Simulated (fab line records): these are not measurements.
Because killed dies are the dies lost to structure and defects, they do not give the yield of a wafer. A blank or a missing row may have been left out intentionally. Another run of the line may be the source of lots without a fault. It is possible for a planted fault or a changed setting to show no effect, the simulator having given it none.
Which tool is to blame? :: flow berkeley-cmos170 :: 42 wafers from 14 lots sampled at 6 of the route's 331 steps

WHAT EACH GAUGE READ, for each wafer
UCB170_SCREENOX_THK_MEAS_02. Usual: SCREENOX_OXIDE_THK typically reads 14.40 nm, with standard deviation 0.23.
lot: L986
measured: day 5 11:21
on: film-metro-01
SCREENOX_OXIDE_THK (nm): 14.63 14.29 14.57
flag: 

lot: L985
measured: day 5 11:22
on: film-metro-02
SCREENOX_OXIDE_THK (nm): 14.84 14.73 14.91
flag: 

lot: L988
measured: day 5 20:16
on: film-metro-01
SCREENOX_OXIDE_THK (nm): 14.28 14.33 14.47
flag: 

lot: L987
measured: day 5 20:17
on: film-metro-02
SCREENOX_OXIDE_THK (nm): 14.25 14.18 14.20
flag: 

lot: L989
measured: day 6 04:04
on: film-metro-03
SCREENOX_OXIDE_THK (nm): 14.44 14.63 14.54
flag: 

lot: L991
measured: day 6 15:07
on: film-metro-03
SCREENOX_OXIDE_THK (nm): 14.65 14.51 14.49
flag: 

lot: L992
measured: day 7 07:32
on: film-metro-02
SCREENOX_OXIDE_THK (nm): 14.22 14.00 14.18
flag: 

lot: L993
measured: day 7 07:32
on: film-metro-01
SCREENOX_OXIDE_THK (nm): 14.31 14.06 14.33
flag: 

lot: L994
measured: day 7 15:35
on: film-metro-01
SCREENOX_OXIDE_THK (nm): 14.67 14.60 14.41
flag: 

lot: L100
measured: day 8 17:02
on: film-metro-03
SCREENOX_OXIDE_THK (nm): 14.68 14.34 14.41
flag: 

lot: L101
measured: day 8 17:04
on: film-metro-01
SCREENOX_OXIDE_THK (nm): 14.30 14.13 14.51
flag: 

lot: L103
measured: day 9 04:28
on: film-metro-03
SCREENOX_OXIDE_THK (nm): 14.39 14.24 14.40
flag: 

lot: L105
measured: day 9 21:49
on: film-metro-01
SCREENOX_OXIDE_THK (nm): 14.16 14.04 14.18
flag: 

lot: L108
measured: day 10 17:00
on: film-metro-03
SCREENOX_OXIDE_THK (nm): 14.44 14.55 14.63
flag: 

UCB170_PLDD_CD_MEAS_06 targets a cd of 1200 nm. Usual: cd-nm reads 1200.3 nm (standard deviation 1.4).
lot: L986
measured: day 6 09:53
on: cd-sem-01
cd-nm (nm): 1202.5 1202.3 1201.7
flag: 

lot: L985
measured: day 6 10:16
on: cd-sem-02
cd-nm (nm): 1200.0 1199.5 1201.1
flag: 

lot: L988
measured: day 6 18:05
on: cd-sem-01
cd-nm (nm): 1199.4 1198.4 1198.3
flag: 

lot: L987
measured: day 6 18:23
on: cd-sem-02
cd-nm (nm): 1200.3 1201.0 1199.8
flag: 

lot: L989
measured: day 7 08:38
on: cd-sem-02
cd-nm (nm): 1199.2 1198.5 1198.6
flag: 

lot: L991
measured: day 7 17:04
on: cd-sem-02
cd-nm (nm): 1198.2 1198.5 1198.3
flag: 

lot: L992
measured: day 8 09:40
on: cd-sem-01
cd-nm (nm): 1200.9 1200.9 1200.3
flag: 

lot: L993
measured: day 8 09:11
on: cd-sem-02
cd-nm (nm): 1199.3 1199.5 1198.1
flag: 

lot: L994
measured: day 8 14:34
on: cd-sem-02
cd-nm (nm): 1196.8 1198.2 1197.9
flag: 

lot: L100
measured: day 9 17:02
on: cd-sem-02
cd-nm (nm): 1199.7 1199.5 1199.8
flag: 

lot: L101
measured: day 9 16:47
on: cd-sem-02
cd-nm (nm): 1199.3 1201.7 1200.2
flag: 

lot: L103
measured: day 10 06:37
on: cd-sem-02
cd-nm (nm): 1201.8 1202.2 1202.3
flag: 

lot: L105
measured: day 10 20:43
on: cd-sem-01
cd-nm (nm): 1201.9 1201.9 1201.1
flag: 

lot: L108
measured: day 11 14:23
on: cd-sem-02
cd-nm (nm): 1200.7 1200.8 1201.9
flag: 

UCB170_PLDD_TW_MEAS_11. Usual: PLDD_TW typically reads 1008, with standard deviation 8.4.
lot: L986
measured: day 6 10:26
on: film-metro-01
PLDD_TW: 1021 1014 1017
flag: 

lot: L985
measured: day 6 10:48
on: film-metro-03
PLDD_TW: 1007 1011 1012
flag: 

lot: L988
measured: day 6 18:38
on: film-metro-02
PLDD_TW: 1006 1001 1006
flag: 

lot: L987
measured: day 6 18:55
on: film-metro-01
PLDD_TW: 1027 1020 1019
flag: 

lot: L989
measured: day 7 09:11
on: film-metro-03
PLDD_TW: 1001 998 1001
flag: 

lot: L991
measured: day 7 17:37
on: film-metro-03
PLDD_TW: 995 997 999
flag: 

lot: L992
measured: day 8 10:13
on: film-metro-02
PLDD_TW: 1002 997 1000
flag: 

lot: L993
measured: day 8 09:45
on: film-metro-01
PLDD_TW: 1014 1015 1018
flag: 

lot: L994
measured: day 8 15:07
on: film-metro-01
PLDD_TW: 1018 1017 1018
flag: 

lot: L100
measured: day 9 17:35
on: film-metro-01
PLDD_TW: 1011 1014 1019
flag: 

lot: L101
measured: day 9 17:19
on: film-metro-03
PLDD_TW: 1090 1095 1098
flag: OFF

lot: L103
measured: day 10 07:11
on: film-metro-03
PLDD_TW: 1091 1088 1092
flag: OFF

lot: L105
measured: day 10 21:15
on: film-metro-01
PLDD_TW: 1014 1018 1020
flag: 

lot: L108
measured: day 11 14:56
on: film-metro-01
PLDD_TW: 1018 1013 1020
flag: 

UCB170_PSD_CD_MEAS_06 targets a cd of 1200 nm. Usual: cd-nm reads 1200.1 nm (standard deviation 1.5).
lot: L986
measured: day 6 19:06
on: cd-sem-01
cd-nm (nm): 1203.5 1203.5 1202.4
flag: 

lot: L985
measured: day 6 19:11
on: cd-sem-02
cd-nm (nm): 1200.5 1199.2 1199.7
flag: 

lot: L988
measured: day 7 03:53
on: cd-sem-02
cd-nm (nm): 1200.7 1200.3 1200.8
flag: 

lot: L987
measured: day 7 04:05
on: cd-sem-02
cd-nm (nm): 1200.0 1199.1 1198.6
flag: 

lot: L989
measured: day 7 17:47
on: cd-sem-02
cd-nm (nm): 1200.3 1200.4 1201.7
flag: 

lot: L991
measured: day 8 01:35
on: cd-sem-02
cd-nm (nm): 1201.0 1201.7 1201.1
flag: 

lot: L992
measured: day 8 19:32
on: cd-sem-02
cd-nm (nm): 1199.2 1198.8 1200.3
flag: 

lot: L993
measured: day 8 19:16
on: cd-sem-02
cd-nm (nm): 1203.2 1202.4 1202.5
flag: 

lot: L994
measured: day 9 01:15
on: cd-sem-01
cd-nm (nm): 1200.8 1197.9 1198.4
flag: 

lot: L100
measured: day 10 01:59
on: cd-sem-02
cd-nm (nm): 1199.0 1198.4 1197.2
flag: 

lot: L101
measured: day 10 01:43
on: cd-sem-02
cd-nm (nm): 1200.4 1199.0 1200.0
flag: 

lot: L103
measured: day 10 15:37
on: cd-sem-01
cd-nm (nm): 1198.1 1198.6 1198.8
flag: 

lot: L105
measured: day 11 04:07
on: cd-sem-01
cd-nm (nm): 1201.0 1201.1 1200.2
flag: 

lot: L108
measured: day 11 23:07
on: cd-sem-01
cd-nm (nm): 1200.7 1201.5 1199.7
flag: 

UCB170_SDANNEAL_RS_MEAS_04: measures by four-point-probe. Usual: PLDD_RS typically reads 1031 ohm/sq, with standard deviation 3.
lot: L986
measured: day 6 23:04
on: film-metro-02
PLDD_RS (ohm/sq): 1032 1030 1032
flag: 

lot: L985
measured: day 6 23:26
on: film-metro-01
PLDD_RS (ohm/sq): 1032 1031 1028
flag: 

lot: L988
measured: day 7 08:02
on: film-metro-02
PLDD_RS (ohm/sq): 1035 1033 1031
flag: 

lot: L987
measured: day 7 08:41
on: film-metro-02
PLDD_RS (ohm/sq): 1033 1029 1031
flag: 

lot: L989
measured: day 7 22:26
on: film-metro-03
PLDD_RS (ohm/sq): 1031 1031 1032
flag: 

lot: L991
measured: day 8 07:58
on: film-metro-01
PLDD_RS (ohm/sq): 1028 1028 1027
flag: 

lot: L992
measured: day 8 23:08
on: film-metro-01
PLDD_RS (ohm/sq): 1034 1032 1033
flag: 

lot: L993
measured: day 8 22:42
on: film-metro-02
PLDD_RS (ohm/sq): 1036 1035 1031
flag: 

lot: L994
measured: day 9 05:36
on: film-metro-03
PLDD_RS (ohm/sq): 1033 1032 1032
flag: 

lot: L100
measured: day 10 06:59
on: film-metro-01
PLDD_RS (ohm/sq): 1030 1028 1030
flag: 

lot: L101
measured: day 10 06:52
on: film-metro-02
PLDD_RS (ohm/sq): 841 838 840
flag: OFF

lot: L103
measured: day 10 23:08
on: film-metro-01
PLDD_RS (ohm/sq): 837 836 837
flag: OFF

lot: L105
measured: day 11 09:04
on: film-metro-03
PLDD_RS (ohm/sq): 1030 1031 1033
flag: 

lot: L108
measured: day 12 03:56
on: film-metro-02
PLDD_RS (ohm/sq): 1034 1036 1038
flag: 

WHAT TOOL EACH LOT RAN ON (gives the tool, then ch and the chambers of the sampled wafers, and finally the start)
lot: L986
UCB170_PLDD_IMPLANT_08: implanter-03 ch 0, day 6 10:03

lot: L985
UCB170_PLDD_IMPLANT_08: implanter-01 ch 0, day 6 10:26

lot: L988
UCB170_PLDD_IMPLANT_08: implanter-03 ch 0, day 6 18:14

lot: L987
UCB170_PLDD_IMPLANT_08: implanter-04 ch 0, day 6 18:33

lot: L989
UCB170_PLDD_IMPLANT_08: implanter-03 ch 0, day 7 08:47

lot: L991
UCB170_PLDD_IMPLANT_08: implanter-01 ch 0, day 7 17:14

lot: L992
UCB170_PLDD_IMPLANT_08: implanter-04 ch 0, day 8 09:49

lot: L993
UCB170_PLDD_IMPLANT_08: implanter-03 ch 0, day 8 09:21

lot: L994
UCB170_PLDD_IMPLANT_08: implanter-04 ch 0, day 8 14:43

lot: L100
UCB170_PLDD_IMPLANT_08: implanter-03 ch 0, day 9 17:11

lot: L101
UCB170_PLDD_IMPLANT_08: implanter-01 ch 0, day 9 16:58

lot: L103
UCB170_PLDD_IMPLANT_08: implanter-01 ch 0, day 10 06:47

lot: L105
UCB170_PLDD_IMPLANT_08: implanter-04 ch 0, day 10 20:53

lot: L108
UCB170_PLDD_IMPLANT_08: implanter-04 ch 0, day 11 14:32
- UCB170_PLDD_IMPLANT_08

AS READ BY THE TOOLS THEMSELVES (means over the sampled wafers that have a number; for cases with no such wafer, the mark the record gives instead)
UCB170_PLDD_IMPLANT_08. Usual: beam-on-s 10.00 s, standard deviation 0.2; dose-ions-cm2 5e+13, standard deviation 5.3e+10; faraday-current-uA 159, standard deviation 3.
lot: L986
tool: implanter-03
beam-on-s (s): 10.03
dose-ions-cm2: 5e+13
faraday-current-uA: 159
flag: 

lot: L985
tool: implanter-01
beam-on-s (s): 9.87
dose-ions-cm2: 5e+13
faraday-current-uA: 161
flag: 

lot: L988
tool: implanter-03
beam-on-s (s): 9.97
dose-ions-cm2: 5e+13
faraday-current-uA: 159
flag: 

lot: L987
tool: implanter-04
beam-on-s (s): 10.08
dose-ions-cm2: 5e+13
faraday-current-uA: 157
flag: 

lot: L989
tool: implanter-03
beam-on-s (s): 9.97
dose-ions-cm2: 5e+13
faraday-current-uA: 159
flag: 

lot: L991
tool: implanter-01
beam-on-s (s): 9.93
dose-ions-cm2: 5e+13
faraday-current-uA: 159
flag: 

lot: L992
tool: implanter-04
beam-on-s (s): 10.20
dose-ions-cm2: 5e+13
faraday-current-uA: 155
flag: 

lot: L993
tool: implanter-03
beam-on-s (s): 9.88
dose-ions-cm2: 5e+13
faraday-current-uA: 160
flag: 

lot: L994
tool: implanter-04
beam-on-s (s): 10.06
dose-ions-cm2: 5e+13
faraday-current-uA: 158
flag: 

lot: L100
tool: implanter-03
beam-on-s (s): 9.91
dose-ions-cm2: 5e+13
faraday-current-uA: 159
flag: 

lot: L101
tool: implanter-01
beam-on-s (s): 14.04
dose-ions-cm2: 8e+13
faraday-current-uA: 181
flag: OFF

lot: L103
tool: implanter-01
beam-on-s (s): 13.96
dose-ions-cm2: 8e+13
faraday-current-uA: 182
flag: OFF

lot: L105
tool: implanter-04
beam-on-s (s): 9.79
dose-ions-cm2: 5e+13
faraday-current-uA: 162
flag: 

lot: L108
tool: implanter-04
beam-on-s (s): 10.01
dose-ions-cm2: 5e+13
faraday-current-uA: 158
flag: 

THE ANSWER, worked out from the rows above alone
Rule: a lot is off if the mean of its wafers that have a number lies more than 3 standard deviations from the usual mean. A lot without any number at a reading at which 4 lots or more have one is off too. All remaining lots with rows at the step are treated as sound. After the gauges, taken in route order, come the tools' own readings; for these a lot's mean is taken, as printed above. The first step at which some lot is off is used, and at that step the reading that is off furthest; a lot without a number counts as furthest.
Off: L101, L103, seen at UCB170_PLDD_TW_MEAS_11 (PLDD_TW).
If a tool, at a process step before that reading, ran all the lots that are off and no sound lot after the first of them, it fits. The gauges at UCB170_PLDD_TW_MEAS_11 aren't tried: what is off there is off at UCB170_SDANNEAL_RS_MEAS_04 too, on other tools, and a gauge's error can't cause that. One fits: implanter-01 at UCB170_PLDD_IMPLANT_08. Its last sound lot is L991 (day 7 17:14), its first lot that is off L101 (day 9 16:58): a fault that began between those two fits.
The tool's own readings at UCB170_PLDD_IMPLANT_08 bear it out: on the lots that are off they differ by more than 5 times the standard deviation of the sound lots' means. beam-on-s reads 14.00 s there against 9.97 s on the sound lots; dose-ions-cm2 reads 8e+13 there against 5e+13 on the sound lots; faraday-current-uA reads 182 there against 159 on the sound lots.

WHAT THE SIMULATOR HAD PUT IN
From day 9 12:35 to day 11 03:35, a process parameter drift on implanter-01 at UCB170_PLDD_IMPLANT_08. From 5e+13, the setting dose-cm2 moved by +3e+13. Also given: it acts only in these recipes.
Shown lots that were struck: L101, L103. The rule above reached the same finding.
